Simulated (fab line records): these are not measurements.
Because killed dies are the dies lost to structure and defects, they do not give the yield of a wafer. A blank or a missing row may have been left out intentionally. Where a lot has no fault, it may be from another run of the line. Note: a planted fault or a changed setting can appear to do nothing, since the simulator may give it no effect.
fab line records | flow rit-cmos
[record] lots = 14 | wafers = 42 | last-day = 8
route steps=202 shown M1@184
lots with no fault: from the same line, run without faults
start-h: start of the lot's first displayed wafer, in hours after the record's first day | wait-h: hours since the lot's step before | " identical to the entry in the row above | L1.1+2: one row covering several wafers at once | - no value, or no start was given | * or withheld: withheld | < > ~ a bound
route shown NAME@n: NAME is a module with steps in the file, n the number in the route of the first one | usual: the fault-free wafers' mean and standard deviation | same: alike in all rows | chamber/n: place in a boat | sites: readings site by site | _std_site: their standard deviation | _edge_site: outer sites' mean less inner sites' | radius-mm: how far each site lies from the wafer's centre | mask NAME#n: copy n | behind: the tool/chamber that last shaped the wafer | hold: why the lot was held/for how many hours/how that ended | device: the n, p or np transistor that did not switch | end of line: tests of these same wafers at the route's end | a step without rows: its recipe alone | killed: not the wafer's yield, but the dies lost to structure and defects at the first sort | map: per-die view of a wafer (x killed, . not killed, _ where there is no die)
set.NAME: the setting the step ran with; set.NAME@STEP: the setting that earlier step ran with | model.NAME: the simulator's own value behind a step, which no gauge read
route steps across a sampled set of lots; one table per step, one row per wafer
services: from which hour (start-h, from the record's first day; less than 0 if before it) a tool's chamber was out of use, for how many hours, and why
[[steps]]
[step RIT_M1_SPUTTER_00]
[recipe] material = Al | target-thk-nm = 400 | power-w = 2000 | chamber-pressure-pa = 0.4 | gas = Ar | time-s = 500 | substrate-temp-c = 25
[usual] substrate-temp-c = 25.00/0.11 | throttle-valve-pct = 29.8/0.87
lot.wafer | tool           | chamber | start-h | wait-h | substrate-temp-c | throttle-valve-pct
L821.1    | pvd-sputter-04 | -       | 72.03   | 0.0    | 25.00            | 30.3
L821.3    | "              | -       | "       | "      | 25.02            | 29.9
L821.5    | "              | -       | "       | "      | 24.93            | 30.6
L822.2    | pvd-sputter-01 | -       | 76.95   | 0.0    | 25.03            | 31.0
L822.3    | "              | -       | "       | "      | 24.99            | 29.6
L822.4    | "              | -       | "       | "      | 24.85            | 30.4
L823.1    | pvd-sputter-01 | -       | 84.52   | 0.0    | 25.14            | 30.1
L823.2    | "              | -       | "       | "      | 24.90            | 30.7
L823.5    | "              | -       | "       | "      | 25.00            | 30.8
L824.2    | pvd-sputter-04 | -       | 89.15   | 0.0    | 24.83            | 28.3
L824.3    | "              | -       | "       | "      | 25.08            | 30.2
L824.5    | "              | -       | "       | "      | 24.92            | 28.1
L827.2    | pvd-sputter-04 | -       | 100.74  | 0.0    | 24.92            | 29.7
L827.3    | "              | -       | "       | "      | 25.00            | 28.3
L827.4    | "              | -       | "       | "      | 25.21            | 28.2
L828.4    | pvd-sputter-01 | -       | 106.38  | 0.0    | 24.99            | 29.9
L828.5    | "              | -       | "       | "      | 25.10            | 30.1
L828.6    | "              | -       | "       | "      | 25.08            | 30.4
L829.3    | pvd-sputter-04 | -       | 107.82  | 0.0    | 25.14            | 29.5
L829.5    | "              | -       | "       | "      | 25.09            | 30.5
L829.6    | "              | -       | "       | "      | 25.07            | 28.6
L830.3    | pvd-sputter-01 | -       | 113.83  | 0.0    | 24.92            | 30.6
L830.4    | "              | -       | "       | "      | 24.88            | 29.6
L830.6    | "              | -       | "       | "      | 24.84            | 30.7
L831.1    | pvd-sputter-04 | -       | 120.15  | 0.0    | 24.97            | 28.4
L831.4    | "              | -       | "       | "      | 25.05            | 28.8
L831.6    | "              | -       | "       | "      | 25.04            | 30.3
L833.3    | pvd-sputter-03 | -       | 128.67  | 0.0    | 24.96            | 30.7
L833.5    | "              | -       | "       | "      | 25.09            | 31.3
L833.6    | "              | -       | "       | "      | 25.04            | 30.7
L838.1    | pvd-sputter-04 | -       | 152.33  | 0.0    | 24.83            | 28.3
L838.2    | "              | -       | "       | "      | 24.86            | 30.3
L838.3    | "              | -       | "       | "      | 24.92            | 29.5
L837.1    | pvd-sputter-01 | -       | 155.04  | 0.0    | 24.96            | 30.1
L837.3    | "              | -       | "       | "      | 24.98            | 31.0
L837.5    | "              | -       | "       | "      | 24.85            | 30.4
L840.2    | pvd-sputter-04 | -       | 176.44  | 0.0    | 25.14            | 29.6
L840.4    | "              | -       | "       | "      | 24.94            | 28.5
L840.5    | "              | -       | "       | "      | 24.93            | 28.5
L842.2    | pvd-sputter-01 | -       | 183.19  | 0.0    | 24.93            | 31.0
L842.3    | "              | -       | "       | "      | 25.04            | 30.2
L842.4    | "              | -       | "       | "      | 24.93            | 30.3
[step RIT_M1_RS_MEAS_01]
[recipe] thk-meas-gauge = four-point-probe | reads = Al_of_M1_SPUTTER_00
[usual] M1_AL_RS = 0.0740/0.00075
lot.wafer | tool          | chamber | start-h | wait-h | M1_AL_RS[ohm/sq]
L821.1    | film-metro-04 | -       | 72.33   | 0.1    | 0.0730
L821.3    | "             | -       | "       | "      | 0.0736
L821.5    | "             | -       | "       | "      | 0.0737
L822.2    | film-metro-04 | -       | 77.26   | 0.2    | 0.0738
L822.3    | "             | -       | "       | "      | 0.0725
L822.4    | "             | -       | "       | "      | 0.0734
L823.1    | film-metro-02 | -       | 84.81   | 0.1    | 0.0740
L823.2    | "             | -       | "       | "      | 0.0735
L823.5    | "             | -       | "       | "      | 0.0732
L824.2    | film-metro-02 | -       | 89.46   | 0.2    | 0.0751
L824.3    | "             | -       | "       | "      | 0.0750
L824.5    | "             | -       | "       | "      | 0.0746
L827.2    | film-metro-02 | -       | 101.05  | 0.2    | 0.0745
L827.3    | "             | -       | "       | "      | 0.0739
L827.4    | "             | -       | "       | "      | 0.0745
L828.4    | film-metro-02 | -       | 106.74  | 0.2    | 0.0739
L828.5    | "             | -       | "       | "      | 0.0744
L828.6    | "             | -       | "       | "      | 0.0737
L829.3    | film-metro-04 | -       | 108.16  | 0.2    | 0.0745
L829.5    | "             | -       | "       | "      | 0.0739
L829.6    | "             | -       | "       | "      | 0.0733
L830.3    | film-metro-02 | -       | 114.17  | 0.2    | 0.0730
L830.4    | "             | -       | "       | "      | 0.0728
L830.6    | "             | -       | "       | "      | 0.0737
L831.1    | film-metro-01 | -       | 120.45  | 0.1    | 0.0747
L831.4    | "             | -       | "       | "      | 0.0744
L831.6    | "             | -       | "       | "      | 0.0747
L833.3    | film-metro-01 | -       | 129.00  | 0.2    | 0.0731
L833.5    | "             | -       | "       | "      | 0.0730
L833.6    | "             | -       | "       | "      | 0.0734
L838.1    | film-metro-01 | -       | 152.63  | 0.1    | 0.0528
L838.2    | "             | -       | "       | "      | 0.0739
L838.3    | "             | -       | "       | "      | 0.0748
L837.1    | film-metro-01 | -       | 155.33  | 0.1    | 0.0746
L837.3    | "             | -       | "       | "      | 0.0742
L837.5    | "             | -       | "       | "      | 0.0746
L840.2    | film-metro-02 | -       | 176.75  | 0.2    | 0.0740
L840.4    | "             | -       | "       | "      | 0.0528
L840.5    | "             | -       | "       | "      | 0.0737
L842.2    | film-metro-01 | -       | 183.50  | 0.2    | 0.0738
L842.3    | "             | -       | "       | "      | 0.0744
L842.4    | "             | -       | "       | "      | 0.0749
[step RIT_M1_THK_MEAS_02]
[recipe] thk-meas-gauge = xrf | reads = Al_of_M1_SPUTTER_00
[usual] M1_AL_THK = 404/4.9
lot.wafer | tool          | chamber | start-h | wait-h | M1_AL_THK[nm]
L821.1    | film-metro-04 | -       | 72.45   | 0.1    | 410
L821.3    | "             | -       | "       | "      | 406
L821.5    | "             | -       | "       | "      | 405
L822.2    | film-metro-04 | -       | 77.37   | 0.1    | 406
L822.3    | "             | -       | "       | "      | 413
L822.4    | "             | -       | "       | "      | 407
L823.1    | film-metro-02 | -       | 84.93   | 0.1    | 407
L823.2    | "             | -       | "       | "      | 409
L823.5    | "             | -       | "       | "      | 410
L824.2    | film-metro-02 | -       | 89.57   | 0.1    | 403
L824.3    | "             | -       | "       | "      | 401
L824.5    | "             | -       | "       | "      | 403
L827.2    | film-metro-02 | -       | 101.16  | 0.1    | 403
L827.3    | "             | -       | "       | "      | 407
L827.4    | "             | -       | "       | "      | 401
L828.4    | film-metro-02 | -       | 106.83  | 0.1    | 409
L828.5    | "             | -       | "       | "      | 404
L828.6    | "             | -       | "       | "      | 408
L829.3    | film-metro-04 | -       | 108.26  | 0.1    | 404
L829.5    | "             | -       | "       | "      | 404
L829.6    | "             | -       | "       | "      | 409
L830.3    | film-metro-02 | -       | 114.27  | 0.1    | 410
L830.4    | "             | -       | "       | "      | 413
L830.6    | "             | -       | "       | "      | 406
L831.1    | film-metro-01 | -       | 120.57  | 0.1    | 399
L831.4    | "             | -       | "       | "      | 401
L831.6    | "             | -       | "       | "      | 397
L833.3    | film-metro-01 | -       | 129.10  | 0.1    | 406
L833.5    | "             | -       | "       | "      | 407
L833.6    | "             | -       | "       | "      | 403
L838.1    | film-metro-01 | -       | 152.75  | 0.1    | 561
L838.2    | "             | -       | "       | "      | 399
L838.3    | "             | -       | "       | "      | 396
L837.1    | film-metro-01 | -       | 155.45  | 0.1    | 399
L837.3    | "             | -       | "       | "      | 402
L837.5    | "             | -       | "       | "      | 399
L840.2    | film-metro-02 | -       | 176.86  | 0.1    | 405
L840.4    | "             | -       | "       | "      | 566
L840.5    | "             | -       | "       | "      | 407
L842.2    | film-metro-01 | -       | 183.61  | 0.1    | 403
L842.3    | "             | -       | "       | "      | 396
L842.4    | "             | -       | "       | "      | 393
[step RIT_M1_METAL_ETCH_12]
[recipe] stop-on = SiO2 | chemistry = Cl2/BCl3 | target = Al | time-s = 165 | over-etch-frac = 0.5 | pressure-mtorr = 100 | target-depth-a = 6000 | rf-w = 250 | Cl2_flow_sccm = 60 | bcl3-flow-sccm = 50
[usual] bcl3-flow-sccm = 50.00/0.14 | drypump-motor-current-A = 5.7/0.53 | oes-product-au = 0.775/0.011 | throttle-valve-pct = 8.40/0.12
[same] time-s = 165
lot.wafer | tool         | chamber | start-h | wait-h | bcl3-flow-sccm | drypump-motor-current-A | oes-product-au | rf-hours-counter-h | throttle-valve-pct
L821.1    | rie-metal-01 | 0       | 73.79   | 0.2    | 50.33          | 5.5                     | 0.785          | 4                  | 8.29
L821.3    | "            | 0       | "       | "      | 49.99          | 5.5                     | 0.771          | -                  | 8.28
L821.5    | "            | 0       | "       | "      | 49.79          | 5.6                     | 0.773          | -                  | 8.25
L822.2    | rie-metal-02 | 0       | 78.96   | 0.2    | 49.98          | 5.8                     | 0.776          | 1                  | 8.52
L822.3    | "            | 1       | "       | "      | 50.02          | 6.4                     | 0.801          | -                  | 8.40
L822.4    | "            | 0       | "       | "      | 50.21          | 5.8                     | 0.778          | -                  | 8.51
L823.1    | rie-metal-04 | 0       | 86.40   | 0.2    | 50.03          | 5.2                     | 0.781          | 39                 | 8.41
L823.2    | "            | 1       | "       | "      | 50.13          | 4.9                     | 0.769          | 31                 | 8.22
L823.5    | "            | 1       | "       | "      | 49.85          | 4.9                     | 0.763          | -                  | 8.25
L824.2    | rie-metal-01 | 0       | 91.04   | 0.2    | 50.02          | 5.6                     | 0.764          | 4                  | 8.29
L824.3    | "            | 1       | "       | "      | 49.89          | 6.2                     | 0.770          | -                  | 8.56
L824.5    | "            | 1       | "       | "      | 49.58          | 6.3                     | 0.757          | -                  | 8.59
L827.2    | rie-metal-01 | 0       | 102.83  | 0.2    | 50.00          | 5.6                     | 0.771          | 4                  | 8.28
L827.3    | "            | 1       | "       | "      | 49.71          | 6.3                     | 0.770          | -                  | 8.56
L827.4    | "            | 0       | "       | "      | 49.96          | 5.6                     | 0.763          | -                  | 8.28
L828.4    | rie-metal-02 | 1       | 108.20  | 0.1    | 50.15          | 6.4                     | 0.785          | -                  | 8.41
L828.5    | "            | 0       | "       | "      | 50.00          | 5.8                     | 0.766          | -                  | 8.54
L828.6    | "            | 1       | "       | "      | 50.15          | 6.4                     | 0.784          | -                  | 8.42
L829.3    | rie-metal-01 | 1       | 109.90  | 0.2    | 49.87          | 6.3                     | 0.771          | -                  | 8.55
L829.5    | "            | 1       | "       | "      | 49.92          | 6.3                     | 0.765          | -                  | 8.55
L829.6    | "            | 0       | "       | "      | 49.96          | 5.5                     | 0.777          | -                  | 8.28
L830.3    | rie-metal-04 | 0       | 115.65  | 0.2    | 50.03          | 5.2                     | 0.791          | -                  | 8.39
L830.4    | "            | 1       | "       | "      | 50.18          | 4.9                     | 0.764          | -                  | 8.24
L830.6    | "            | 1       | "       | "      | 50.01          | 4.9                     | 0.763          | -                  | 8.24
L831.1    | rie-metal-02 | 0       | 121.92  | 0.2    | 50.12          | 5.8                     | 0.765          | 1                  | 8.53
L831.4    | "            | 1       | "       | "      | 49.79          | 6.4                     | 0.789          | -                  | 8.41
L831.6    | "            | 0       | "       | "      | 49.88          | 5.8                     | 0.766          | -                  | 8.53
L833.3    | rie-metal-04 | 1       | 130.70  | 0.2    | 50.19          | 4.9                     | 0.771          | -                  | 8.25
L833.5    | "            | 1       | "       | "      | 50.19          | 4.9                     | 0.770          | -                  | 8.24
L833.6    | "            | 0       | "       | "      | 50.04          | 5.2                     | 0.773          | -                  | 8.41
L838.1    | rie-metal-01 | 0       | 154.22  | 0.2    | 50.24          | 5.6                     | 0.941          | 5                  | 8.27
L838.2    | "            | 1       | "       | "      | 49.79          | 6.3                     | 0.773          | 5                  | 8.55
L838.3    | "            | 0       | "       | "      | 50.10          | 5.6                     | 0.766          | -                  | 8.29
L837.1    | rie-metal-04 | 1       | 156.92  | 0.2    | 49.86          | 4.9                     | 0.759          | 0                  | 8.23
L837.3    | "            | 1       | "       | "      | 49.85          | 4.8                     | 0.748          | -                  | 8.24
L837.5    | "            | 1       | "       | "      | 49.85          | 4.9                     | 0.753          | -                  | 8.24
L840.2    | rie-metal-04 | 0       | 178.57  | 0.2    | 50.12          | 5.2                     | 0.798          | -                  | 8.40
L840.4    | "            | 0       | "       | "      | 50.21          | 5.2                     | 0.962          | -                  | 8.37
L840.5    | "            | 0       | "       | "      | 50.05          | 5.2                     | 0.790          | -                  | 8.41
L842.2    | rie-metal-02 | 1       | 185.69  | 0.2    | 49.74          | 6.4                     | 0.787          | 2                  | 8.42
L842.3    | "            | 0       | "       | "      | 49.91          | 5.7                     | 0.760          | -                  | 8.54
L842.4    | "            | 1       | "       | "      | 49.89          | 6.4                     | 0.784          | -                  | 8.38
[step RIT_M1_PROBE_99]
[usual] defect-limited-yield = 97.6/1 | killed-at-contacts = 0.1/0.23 | killed-at-front-end = 6.2/2.8 | killed-dies = 6.3/2.7 | killed-on-rim = 1.7/1.3 | killed-open = 3.1/2 | killed-short = 3.2/1.8
[same] gross-dies = 264 | killed_at_M0_to_M3 = 0 | killed_at_M4_up = 0 | killed-at-back-side = 0 | killed-at-other = 0
lot.wafer | tool      | chamber | start-h | wait-h | defect-limited-yield[%] | killed-at-contacts | killed-at-front-end | killed-dies | killed-on-rim | killed-open | killed-short
L821.1    | prober-02 | -       | 76.05   | 0.1    | 97.7                    | 0                  | 6                   | 6           | 1             | 3           | 3
L821.3    | prober-02 | -       | 76.15   | 0.2    | 98.9                    | 0                  | 3                   | 3           | 3             | 2           | 1
L821.5    | prober-02 | -       | 76.25   | 0.2    | 97.7                    | 0                  | 6                   | 6           | 1             | 3           | 3
L822.2    | prober-01 | -       | 81.26   | 0.1    | 98.1                    | 0                  | 5                   | 5           | 1             | 2           | 3
L822.3    | prober-01 | -       | 81.31   | 0.2    | 97.7                    | 0                  | 6                   | 6           | 1             | 1           | 5
L822.4    | prober-01 | -       | 81.36   | 0.2    | 97.0                    | 0                  | 8                   | 8           | 0             | 4           | 4
L823.1    | prober-02 | -       | 88.66   | 0.1    | 97.0                    | 0                  | 8                   | 8           | 2             | 1           | 7
L823.2    | prober-02 | -       | 88.71   | 0.1    | 98.1                    | 0                  | 5                   | 5           | 0             | 2           | 3
L823.5    | prober-02 | -       | 88.86   | 0.2    | 97.3                    | 0                  | 7                   | 7           | 4             | 4           | 3
L824.2    | prober-01 | -       | 93.55   | 0.1    | 95.8                    | 0                  | 11                  | 11          | 6             | 4           | 7
L824.3    | prober-01 | -       | 93.60   | 0.2    | 97.3                    | 0                  | 7                   | 7           | 5             | 3           | 4
L824.5    | prober-01 | -       | 93.70   | 0.2    | 99.2                    | 0                  | 2                   | 2           | 1             | 1           | 1
L827.2    | prober-01 | -       | 105.14  | 0.1    | 95.8                    | 0                  | 11                  | 11          | 2             | 7           | 4
L827.3    | prober-01 | -       | 105.19  | 0.2    | 97.3                    | 0                  | 7                   | 7           | 1             | 1           | 6
L827.4    | prober-01 | -       | 105.24  | 0.2    | 98.5                    | 0                  | 4                   | 4           | 2             | 2           | 2
L828.4    | prober-01 | -       | 110.54  | 0.2    | 97.3                    | 0                  | 7                   | 7           | 2             | 5           | 2
L828.5    | prober-01 | -       | 110.59  | 0.2    | 96.2                    | 0                  | 10                  | 10          | 3             | 9           | 1
L828.6    | prober-01 | -       | 110.64  | 0.2    | 97.3                    | 0                  | 7                   | 7           | 1             | 2           | 5
L829.3    | prober-01 | -       | 112.20  | 0.2    | 98.1                    | 0                  | 5                   | 5           | 0             | 2           | 3
L829.5    | prober-01 | -       | 112.30  | 0.2    | 99.2                    | 0                  | 2                   | 2           | 0             | 0           | 2
L829.6    | prober-01 | -       | 112.35  | 0.2    | 98.1                    | 1                  | 4                   | 5           | 1             | 4           | 1
L830.3    | prober-02 | -       | 117.95  | 0.2    | 97.3                    | 0                  | 7                   | 7           | 1             | 2           | 5
L830.4    | prober-02 | -       | 118.00  | 0.2    | 98.1                    | 0                  | 5                   | 5           | 0             | 3           | 2
L830.6    | prober-02 | -       | 118.10  | 0.2    | 97.3                    | 0                  | 7                   | 7           | 2             | 4           | 3
L831.1    | prober-01 | -       | 124.20  | 0.1    | 97.3                    | 0                  | 7                   | 7           | 0             | 5           | 2
L831.4    | prober-01 | -       | 124.35  | 0.2    | 98.9                    | 0                  | 3                   | 3           | 1             | 0           | 3
L831.6    | prober-01 | -       | 124.45  | 0.2    | 97.0                    | 0                  | 8                   | 8           | 6             | 4           | 4
L833.3    | prober-01 | -       | 132.99  | 0.2    | 95.8                    | 0                  | 11                  | 11          | 3             | 6           | 5
L833.5    | prober-01 | -       | 133.09  | 0.2    | 96.2                    | 0                  | 10                  | 10          | 5             | 4           | 6
L833.6    | prober-01 | -       | 133.14  | 0.2    | 98.5                    | 0                  | 4                   | 4           | 1             | 4           | 0
L838.1    | prober-01 | -       | 156.49  | 0.1    | 96.2                    | 0                  | 10                  | 10          | 5             | 5           | 5
L838.2    | prober-01 | -       | 156.54  | 0.1    | 97.3                    | 0                  | 7                   | 7           | 1             | 5           | 2
L838.3    | prober-01 | -       | 156.59  | 0.2    | 96.6                    | 0                  | 9                   | 9           | 2             | 4           | 5
L837.1    | prober-02 | -       | 159.19  | 0.1    | 98.5                    | 0                  | 4                   | 4           | 0             | 2           | 2
L837.3    | prober-02 | -       | 159.29  | 0.2    | 99.2                    | 0                  | 2                   | 2           | 1             | 2           | 0
L837.5    | prober-02 | -       | 159.39  | 0.2    | 97.3                    | 0                  | 7                   | 7           | 2             | 4           | 3
L840.2    | prober-01 | -       | 181.45  | 0.1    | 97.3                    | 0                  | 7                   | 7           | 1             | 2           | 5
L840.4    | prober-01 | -       | 181.55  | 0.2    | 97.0                    | 0                  | 8                   | 8           | 1             | 1           | 7
L840.5    | prober-01 | -       | 181.60  | 0.2    | 97.0                    | 0                  | 8                   | 8           | 1             | 5           | 3
L842.2    | prober-02 | -       | 188.00  | 0.1    | 97.3                    | 0                  | 7                   | 7           | 2             | 3           | 4
L842.3    | prober-02 | -       | 188.05  | 0.2    | 99.2                    | 0                  | 2                   | 2           | 0             | 1           | 1
L842.4    | prober-02 | -       | 188.10  | 0.2    | 98.1                    | 0                  | 5                   | 5           | 1             | 3           | 2
// killed by level:class
L821.1 REOX:geometric-particle:open=2 FOX2:geometric-particle:short=1 GATE:geometric-particle:open=1 GATE:geometric-particle:short=1 SILICIDE:geometric-particle:short=1
L821.3 FOX1:geometric-particle:open=2 GATE:geometric-particle:short=1
L821.5 FOX1:geometric-particle:open=3 FOX1:geometric-particle:short=1 FOX2:geometric-particle:short=1 REOX:geometric-particle:short=1
L822.2 GATE:geometric-particle:short=2 GATE:geometric-particle:open=1 REOX:geometric-particle:short=1 SPACER:geometric-particle:open=1
L822.3 FOX2:geometric-particle:short=2 GATE:geometric-particle:short=1 REOX:geometric-particle:open=1 REOX:geometric-particle:short=1 SILICIDE:geometric-particle:short=1
L822.4 GATE:geometric-particle:open=3 REOX:geometric-particle:short=2 GATE:geometric-particle:short=1 SILICIDE:geometric-particle:open=1 SILICIDE:geometric-particle:short=1
L823.1 FOX1:geometric-particle:short=3 GATE:geometric-particle:short=3 ACTIVE:geometric-particle:short=1 GATE:geometric-particle:open=1
L823.2 GATE:geometric-particle:short=2 FOX1:geometric-particle:short=1 GATE:geometric-particle:open=1 SPACER:geometric-particle:open=1
L823.5 FOX1:geometric-particle:short=2 GATE:geometric-particle:open=2 FOX1:geometric-particle:open=1 GATE:geometric-particle:short=1 SPACER:geometric-particle:open=1
L824.2 GATE:geometric-particle:open=3 GATE:geometric-particle:short=2 SPACER:geometric-particle:short=2 SILICIDE:geometric-particle:short=2 FOX1:geometric-particle:open=1 FOX1:geometric-particle:short=1
L824.3 SILICIDE:geometric-particle:open=2 FOX1:geometric-particle:short=1 FOX2:geometric-particle:short=1 SILICIDE:geometric-particle:short=1 GATE:geometric-particle:open=1 SPACER:geometric-particle:short=1
L824.5 REOX:geometric-particle:open=1 SPACER:geometric-particle:short=1
L827.2 FOX1:geometric-particle:open=3 GATE:geometric-particle:open=3 SILICIDE:geometric-particle:short=2 GATE:geometric-particle:short=1 REOX:geometric-particle:short=1 SPACER:geometric-particle:open=1
L827.3 GATE:geometric-particle:short=3 FOX2:geometric-particle:short=2 FOX1:geometric-particle:short=1 GATE:geometric-particle:open=1
L827.4 FOX1:geometric-particle:short=2 GATE:geometric-particle:open=2
L828.4 GATE:geometric-particle:open=2 FOX1:geometric-particle:open=1 FOX2:geometric-particle:open=1 FOX2:geometric-particle:short=1 GATE:geometric-particle:short=1 SPACER:geometric-particle:open=1
L828.5 FOX2:geometric-particle:open=2 GATE:geometric-particle:open=2 SPACER:geometric-particle:open=2 FOX1:geometric-particle:open=1 REOX:geometric-particle:open=1 GATE:geometric-particle:short=1 SILICIDE:geometric-particle:open=1
L828.6 GATE:geometric-particle:short=3 FOX1:geometric-particle:open=1 REOX:geometric-particle:short=1 SPACER:geometric-particle:open=1 SILICIDE:geometric-particle:short=1
L829.3 FOX1:geometric-particle:short=3 FOX1:geometric-particle:open=2
L829.5 GATE:geometric-particle:short=2
L829.6 FOX1:geometric-particle:open=1 GATE:geometric-particle:open=1 SILICIDE:geometric-particle:open=1 SILICIDE:geometric-particle:short=1 CONTACT:geometric-particle:open=1
L830.3 FOX1:geometric-particle:short=1 GATE:geometric-particle:open=1 GATE:geometric-particle:short=1 REOX:geometric-particle:short=1 REOX:geometric-particle:open=1 SPACER:geometric-particle:short=1 SILICIDE:geometric-particle:short=1
L830.4 ACTIVE:geometric-particle:short=1 FOX2:geometric-particle:open=1 GATE:geometric-particle:short=1 GATE:geometric-particle:open=1 SPACER:geometric-particle:open=1
L830.6 FOX2:geometric-particle:open=2 SILICIDE:geometric-particle:short=2 FOX2:geometric-particle:short=1 GATE:geometric-particle:open=1 SILICIDE:geometric-particle:open=1
L831.1 GATE:geometric-particle:open=3 FOX2:geometric-particle:open=1 GATE:geometric-particle:short=1 REOX:geometric-particle:open=1 SPACER:geometric-particle:short=1
L831.4 GATE:geometric-particle:short=2 REOX:geometric-particle:short=1
L831.6 GATE:geometric-particle:short=3 FOX2:geometric-particle:open=1 GATE:geometric-particle:open=1 REOX:geometric-particle:open=1 SPACER:geometric-particle:short=1 SILICIDE:geometric-particle:open=1
L833.3 GATE:geometric-particle:short=3 REOX:geometric-particle:open=2 FOX2:geometric-particle:open=1 GATE:geometric-particle:open=1 REOX:geometric-particle:short=1 SPACER:geometric-particle:open=1 SILICIDE:geometric-particle:short=1 SILICIDE:geometric-particle:open=1
L833.5 GATE:geometric-particle:short=2 GATE:geometric-particle:open=2 REOX:geometric-particle:short=2 FOX2:geometric-particle:open=1 FOX2:geometric-particle:short=1 SPACER:geometric-particle:open=1 SILICIDE:geometric-particle:short=1
L833.6 FOX1:geometric-particle:open=2 GATE:geometric-particle:open=1 REOX:geometric-particle:open=1
L838.1 GATE:geometric-particle:short=4 GATE:geometric-particle:open=3 FOX1:geometric-particle:short=1 FOX1:geometric-particle:open=1 SPACER:geometric-particle:open=1
L838.2 SPACER:geometric-particle:open=2 SILICIDE:geometric-particle:open=2 FOX1:geometric-particle:short=1 FOX1:geometric-particle:open=1 GATE:geometric-particle:short=1
L838.3 GATE:geometric-particle:short=4 GATE:geometric-particle:open=3 FOX1:geometric-particle:short=1 SPACER:geometric-particle:open=1
L837.1 GATE:geometric-particle:open=2 FOX1:geometric-particle:short=1 REOX:geometric-particle:short=1
L837.3 REOX:geometric-particle:open=2
L837.5 GATE:geometric-particle:open=2 FOX1:geometric-particle:short=1 FOX2:geometric-particle:short=1 FOX2:geometric-particle:open=1 GATE:geometric-particle:short=1 SILICIDE:geometric-particle:open=1
L840.2 FOX2:geometric-particle:open=2 FOX1:geometric-particle:short=1 FOX2:geometric-particle:short=1 GATE:geometric-particle:short=1 REOX:geometric-particle:short=1 SPACER:geometric-particle:short=1
L840.4 GATE:geometric-particle:short=3 SILICIDE:geometric-particle:short=2 FOX2:geometric-particle:short=1 SPACER:geometric-particle:short=1 SPACER:geometric-particle:open=1
L840.5 GATE:geometric-particle:open=3 FOX2:geometric-particle:open=2 REOX:geometric-particle:short=2 GATE:geometric-particle:short=1
L842.2 GATE:geometric-particle:short=2 REOX:geometric-particle:open=2 ACTIVE:geometric-particle:short=1 SPACER:geometric-particle:open=1 SILICIDE:geometric-particle:short=1
L842.3 FOX2:geometric-particle:short=1 GATE:geometric-particle:open=1
L842.4 GATE:geometric-particle:short=2 FOX1:geometric-particle:open=1 FOX2:geometric-particle:open=1 SILICIDE:geometric-particle:open=1
[[services]]
tool           | chamber | start-h | hours | kind
pvd-sputter-01 | -       | 51.14   | 2.0   | repair
rie-metal-04   | 0       | 57.60   | 16.7  | repair
rie-metal-02   | 0       | 66.56   | 4.9   | repair
pvd-sputter-03 | -       | 72.33   | 36.9  | repair
pvd-sputter-01 | -       | 99.46   | 6.6   | repair
rie-metal-04   | 0       | 101.85  | 2.4   | repair
pvd-sputter-01 | -       | 115.72  | 1.0   | repair
rie-metal-04   | -       | 136.12  | 20.0  | pm
rie-metal-04   | 0       | 136.12  | 20.0  | vent-cycle
rie-metal-04   | 1       | 136.12  | 20.0  | vent-cycle
rie-metal-04   | 0       | 156.12  | -     | clean
rie-metal-04   | 1       | 156.12  | -     | clean
rie-metal-04   | 1       | 164.06  | 16.1  | repair
rie-metal-04   | 0       | 168.38  | 2.7   | repair
[[key]]
[first-sign] step = RIT_M1_RS_MEAS_01 | reading = M1_AL_RS | direction = down | sigmas = 28 | usual = 0.0740 | struck = 0.0528
[effect] step = RIT_M1_THK_MEAS_02 | reading = M1_AL_THK | direction = up | sigmas = 32 | usual = 404 | struck = 564
[effect] step = RIT_M1_METAL_ETCH_12 | reading = oes-product-au | direction = up | sigmas = 16 | usual = 0.775 | struck = 0.952 | through = control-loop
met-at RIT_M1_SPUTTER_00
struck-lots L838,L840
struck-wafers L838.1,L840.4
[loop-trim] step = RIT_M1_EXPOSE_06 | setting = dose | lots = L840
onset-between 120.15 152.33
[fault] kind = process-parameter-drift | tool = pvd-sputter-04 | chamber = - | onset-h = 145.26 | steps = RIT_M1_SPUTTER_00 | channel = time-s | offset = * | shape = step | end-h = 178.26 | acts-in = * | stated = * | scope = struck-wafers-only
// loop-trim: a control loop set the setting to another value than it would have without faults
